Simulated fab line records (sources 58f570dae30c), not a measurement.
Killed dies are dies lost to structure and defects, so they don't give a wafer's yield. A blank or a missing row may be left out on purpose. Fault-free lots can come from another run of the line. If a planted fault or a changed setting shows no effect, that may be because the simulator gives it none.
Chamber matching || flow berkeleyCmos170 || UCB170_GATE_ETCH_15 on rieSi-02 has 4 sister chambers
The step etches poly-Si in HBr/Cl2, stops on SiO2, time 56.3 s, target depth 278.2 nm. 4 wafers are shown with their chamber, then 7 later ones without.

== WAFERS WITH THEIR CHAMBER ==
{"wafer": "L592.6", "chamber": 0, "throttleValvePct (%)": 26.24}
{"wafer": "L597.4", "chamber": 3, "throttleValvePct (%)": 26.71}
{"wafer": "L601.1", "chamber": 1, "throttleValvePct (%)": 26.53}
{"wafer": "L601.5", "chamber": 2, "throttleValvePct (%)": 26.67}

== WAFERS WHOSE CHAMBER IS MISSING ==
{"wafer": "L601.6", "throttleValvePct (%)": 26.54}
{"wafer": "L605.3", "throttleValvePct (%)": 26.54}
{"wafer": "L605.5", "throttleValvePct (%)": 26.65}
{"wafer": "L605.6", "throttleValvePct (%)": 26.73}
{"wafer": "L614.1", "throttleValvePct (%)": 26.32}
{"wafer": "L614.2", "throttleValvePct (%)": 26.65}
{"wafer": "L614.6", "throttleValvePct (%)": 26.30}

== WHICH CHAMBER EACH ONE RAN IN ==
{"wafer": "L601.6", "from the rows above": 1, "in truth": 1}
{"wafer": "L605.3", "from the rows above": 1, "in truth": 1}
{"wafer": "L605.5", "from the rows above": "can't be placed: 2 or 3", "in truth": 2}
{"wafer": "L605.6", "from the rows above": "can't be placed: 3 or 2", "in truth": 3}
{"wafer": "L614.1", "from the rows above": 0, "in truth": 0}
{"wafer": "L614.2", "from the rows above": "can't be placed: 2 or 3", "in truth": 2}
{"wafer": "L614.6", "from the rows above": 0, "in truth": 0}
Placed correctly: 4 of 7. Not placeable from these rows: 3 (in 3, the candidates include the true chamber). Wrongly placed: 0.
How it was worked out, from the rows above alone: a wafer's distance from a chamber is the root of the sum, over the readings, of the square of ((its reading less the chamber's mean) divided by the reading's scatter). The wafer belongs to the nearest chamber; if the next one is less than 2 further off, it can't be placed. A chamber's mean is the mean of its shown wafers. The scatter (one wafer shown for each chamber): square how far every hidden wafer sits from the nearest shown wafer, average those squares and take the square root.
